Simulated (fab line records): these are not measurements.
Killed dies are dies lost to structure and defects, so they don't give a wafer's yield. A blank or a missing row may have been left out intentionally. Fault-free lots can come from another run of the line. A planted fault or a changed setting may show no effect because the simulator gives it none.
Split-lot trial ; flow rit-cmos ; route with 202 steps; 5 lots, 27 wafers read

== ON THE SPLIT ==
At RIT_CONTACT_DEVELOP_07 (develop time 120 s), the setting develop-time-s was moved away from the recipe's 120 s on 6 of the 27 wafers read, by -36.9% to +40.6%. The other wafers ran this setting at the recipe's value.

== FROM THE SPLIT TO THE READING: what the file shows between them, 4 steps ==
- RIT_CONTACT_CD_MEAS_08: target cd 1000 nm
- RIT_CONTACT_HARDBAKE_10: time 60 s
- RIT_CONTACT_ETCH_11: etches SiO2 in CHF3/CF4/Ar, stops on TiSi2, target depth 480 nm, time 320 s
- RIT_CONTACT_STRIP_12: strips in O2, time 180 s

== THE READING ==
cd-nm, in nm, at RIT_CONTACT_CD_MEAS_90 (target cd 1000 nm). A value of 999.6 nm with a standard deviation of 2 nm is what fault-free wafers of this fab line usually give.

wafer;tool, chamber at the split;develop-time-s as run, s;against the recipe;cd-nm, nm;against lot-mates on the recipe
L075.1;litho-track-03, 0;75.68;-36.9%;958.1;-42.5
L075.2;litho-track-03, 0;120;recipe;999.7;-
L075.3;litho-track-03, 0;120;recipe;1001.0;-
L075.4;litho-track-03, 0;75.68;-36.9%;959.7;-40.9
L075.5;litho-track-03, 0;75.68;-36.9%;963.6;-37.0
L075.6;litho-track-03, 0;120;recipe;1001.0;-
L079.1;litho-track-03, 0;120;recipe;999.1;-
L079.2;litho-track-03, 0;120;recipe;998.5;-
L079.3;litho-track-03, 0;120;recipe;997.5;-
L079.4;litho-track-03, 0;120;recipe;997.7;-
L079.5;litho-track-03, 0;120;recipe;998.0;-
L079.6;litho-track-03, 0;120;recipe;997.0;-
L081.1;litho-track-03, 0;168.7;+40.6%;1024.3;+27.8
L081.2;litho-track-03, 0;120;recipe;995.7;-
L081.3;litho-track-03, 0;120;recipe;996.1;-
L081.4;litho-track-03, 0;120;recipe;997.6;-
L081.5;litho-track-03, 0;168.7;+40.6%;1022.8;+26.3
L081.6;litho-track-03, 0;168.7;+40.6%;1024.4;+27.9
L082.2;litho-track-04, 0;120;recipe;997.2;-
L082.3;litho-track-04, 0;120;recipe;997.9;-
L082.5;litho-track-04, 0;120;recipe;997.4;-
L084.1;litho-track-04, 0;120;recipe;999.2;-
L084.2;litho-track-04, 0;120;recipe;998.6;-
L084.3;litho-track-04, 0;120;recipe;998.0;-
L084.4;litho-track-04, 0;120;recipe;998.9;-
L084.5;litho-track-04, 0;120;recipe;1000.8;-
L084.6;litho-track-04, 0;120;recipe;998.9;-

THE FIT
A straight line over all 27 wafers: cd-nm changes by +0.81 nm for each +1% of develop-time-s; r = +0.97; the points scatter about the line by 3.7 nm.
The same after taking each lot's own level away (the mean of its wafers on the recipe; 27 wafers): +0.863 nm for each +1%; r = +0.98; scatter 3.6 nm.
Per that fit: largest develop-time-s move, reading shift of 35 nm.
Across the lots, their own levels run from 996.47 to 1000.57 nm, a range of 2.0 times the standard deviation given above.
The two slopes agree, so the slope changes little with the lot-to-lot level.
Check: for one of the wafers moved furthest among these (+40.6%), held out of the fit, the line's prediction against its lot-mates is +34.7 nm. It came out at +27.8 nm against them.

== THESE WAFERS: OTHER SPLITS ==
Other splits were also applied to these wafers ahead of the reading. Each is held against what the fit with the lots' levels taken away leaves over:
other split on the same wafers;wafers away from the commonest value;r with cd-nm (lot level and that fit taken away)
RIT_ACTIVE_OXIDATION_01 ox-time-s;21;+0.15
RIT_SPACER_CVD_03 time-s;21;-0.54
RIT_SPACER_ETCHBACK_05 time-s;12;-0.38

== THE WHOLE CHAIN: every reading that the file lists as answering this split, in the file's order ==
step;what it does;reading;change (the file's fit);r (the file's)
RIT_CONTACT_CD_MEAS_08;target cd 1000 nm;cd-nm;+0.864 nm for each +1% of the setting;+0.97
RIT_CONTACT_ETCH_11;etches SiO2 in CHF3/CF4/Ar, stops on TiSi2, target depth 480 nm, time 320 s;CONTACT.cd-nm (the simulator's own value, which no gauge read);+0.864 nm for each +1% of the setting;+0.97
RIT_CONTACT_CD_MEAS_90;target cd 1000 nm;cd-nm;+0.861 nm for each +1% of the setting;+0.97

== FILE'S OWN FIT ==
cd-nm changes by +0.861 nm for each +1% of develop-time-s, r = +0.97.
